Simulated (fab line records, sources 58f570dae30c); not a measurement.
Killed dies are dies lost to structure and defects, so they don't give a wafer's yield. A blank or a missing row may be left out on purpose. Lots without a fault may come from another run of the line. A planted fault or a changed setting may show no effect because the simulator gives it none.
Chamber matching | flow berkeley_cmos170 | UCB170_GATE_ETCH_15 on rie_si-02: 4 sister chambers
The step etches poly-Si in HBr/Cl2, stops on SiO2, time 56.3 s, target depth 278.2 nm. 4 wafers are shown with their chamber, then 7 later ones without.

WAFERS WITH THEIR CHAMBER
wafer  | chamber | throttle_valve_pct (%)
L829.2 | 3       | 26.27
L835.6 | 0       | 26.41
L833.2 | 2       | 26.61
L833.3 | 1       | 26.77

WAFERS WITHOUT THEIR CHAMBER
wafer  | throttle_valve_pct (%)
L833.5 | 26.41
L837.1 | 26.76
L837.2 | 26.63
L837.6 | 26.63
L846.1 | 26.08
L846.4 | 26.76
L846.5 | 26.76

WHICH CHAMBER EACH WENT THROUGH
wafer  | from the rows above     | in truth
L833.5 | can't be placed: 0 or 3 | 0
L837.1 | can't be placed: 1 or 2 | 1
L837.2 | can't be placed: 2 or 1 | 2
L837.6 | can't be placed: 2 or 1 | 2
L846.1 | can't be placed: 3 or 0 | 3
L846.4 | can't be placed: 1 or 2 | 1
L846.5 | can't be placed: 1 or 2 | 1
Placed correctly: 0 of 7. Can't be placed from these rows: 7 (the true chamber is among the candidates in 7). Placed wrongly: 0.
How it was worked out, from the rows above alone: a wafer's distance from a chamber is the root of the sum, over the readings, of the square of ((its reading less the chamber's mean) divided by the reading's scatter). The wafer belongs to the nearest chamber; if the next one is less than 2 further off, it can't be placed. A chamber's mean is the mean of its shown wafers. The scatter: with one shown wafer a chamber, the root of the mean of the squares of how far each hidden wafer lies from its nearest shown one.
